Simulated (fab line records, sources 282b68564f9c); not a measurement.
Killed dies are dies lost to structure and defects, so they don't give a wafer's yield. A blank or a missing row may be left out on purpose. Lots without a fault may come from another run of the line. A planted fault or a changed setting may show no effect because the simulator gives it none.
A struck lot beside a sound one | flow rit_cmos | 21 steps out of a route of 202
Sound: wafers L805.1, L805.2, L805.3. Struck: wafers L816.2, L816.5, L816.6. The cause comes at the end.
At each step with rows: each side's tool, then ch and its chambers, then its first start. Under that, the readings that differ: sound wafers | struck wafers | difference of the means | sigmas: that difference in standard deviations of wafers without a fault.
alike: readings whose means differ by less than 2 such deviations, and words and numbers that are the same on both sides. not compared: withheld readings, readings that some wafer has no value for, bounds like >300 that may hide the same value, and numbers for which the record gives no deviation and whose values overlap.
The two part at a step that has a row with sigmas, a row that says differs or no value, or rows on one side only. Numbers that don't overlap but have no deviation are shown without sigmas and don't part them. A reading that every wafer of one side lacks parts them only if that side has two wafers or more.

first, 3 steps without rows for these wafers: RIT_PWELL_EXPOSE_03 (exposes mask M3, target cd 43700 nm); RIT_PWELL_PEB_04; RIT_PWELL_DEVELOP_05 (develop time 68 s).
RIT_PWELL_OVL_MEAS_06:
  sound on overlay-01, day 4 01:44; struck on overlay-02, day 6 10:43
  alike: PWELL_OVL
then, 2 steps without rows for these wafers: RIT_PWELL_HARDBAKE_07 (time 120 s); RIT_PWELL_IMPLANT_08.
RIT_PWELL_STRIP_09: strips in O2, time 180 s.
  sound on plasma_asher-04 ch 0,1, day 4 02:30; struck on plasma_asher-04 ch 0,1, day 6 11:09
  alike: drypump_motor_current_A
  not compared: rf_hours_counter_h
RIT_PWELL_TW_MEAS_10:
  sound on film_metro-03, day 4 02:41; struck on film_metro-04, day 6 11:20
  reading  | sound       | struck      | difference | sigmas
  PWELL_TW | 942 940 938 | 950 951 952 | +11        | +2
then, 1 step without rows for these wafers: RIT_WELLDRIVE_ANNEAL_00 (time 14700 s).
RIT_WELLDRIVE_RS_MEAS_01: measures by four-point-probe.
  sound on film_metro-04, day 4 07:49; struck on film_metro-03, day 6 17:14
  alike: NWELL_RS
RIT_WELLDRIVE_RS_MEAS_02: measures by four-point-probe.
  sound on film_metro-04, day 4 07:56; struck on film_metro-03, day 6 17:22
  alike: PWELL_RS
then, 1 step without rows for these wafers: RIT_NRETRO_HMDS_00 (prime time 60 s).
RIT_NRETRO_COAT_01: resist thk 1300 nm.
  sound on litho_track-04 ch 0, day 4 08:13; struck on litho_track-02 ch 0, day 6 17:38
  reading                                     | sound          | struck         | difference | sigmas
  model.NOVOLAK_of_NRETRO_COAT_01.thk_nm (nm) | 1302 1305 1302 | 1649 1650 1648 | +346       |
  alike: spin_speed_rpm
then, 4 steps without rows for these wafers: RIT_NRETRO_SOFTBAKE_02 (time 60 s); RIT_NRETRO_EXPOSE_03 (exposes mask M4, target cd 43900 nm); RIT_NRETRO_PEB_04; RIT_NRETRO_DEVELOP_05 (develop time 68 s).
RIT_NRETRO_OVL_MEAS_06:
  sound on overlay-01, day 4 09:04; struck on overlay-02, day 6 18:28
  alike: NRETRO_OVL
RIT_NRETRO_HARDBAKE_07: time 120 s.
  sound on litho_track-01 ch 0, day 4 09:06; struck on litho_track-04 ch 0, day 6 18:35
  reading                                     | sound          | struck         | difference | sigmas
  model.NOVOLAK_of_NRETRO_COAT_01.thk_nm (nm) | 1138 1141 1139 | 1437 1438 1436 | +298       |
then, 1 step without rows for these wafers: RIT_NRETRO_IMPLANT_08.
RIT_M1_PROBE_99:
  the record has rows for the sound wafers here (prober-01, day 5 13:32) and none for the struck ones

WHERE THEY PART
First at RIT_PWELL_TW_MEAS_10; last, within this record, at RIT_M1_PROBE_99.

WHY: what the simulator had put in
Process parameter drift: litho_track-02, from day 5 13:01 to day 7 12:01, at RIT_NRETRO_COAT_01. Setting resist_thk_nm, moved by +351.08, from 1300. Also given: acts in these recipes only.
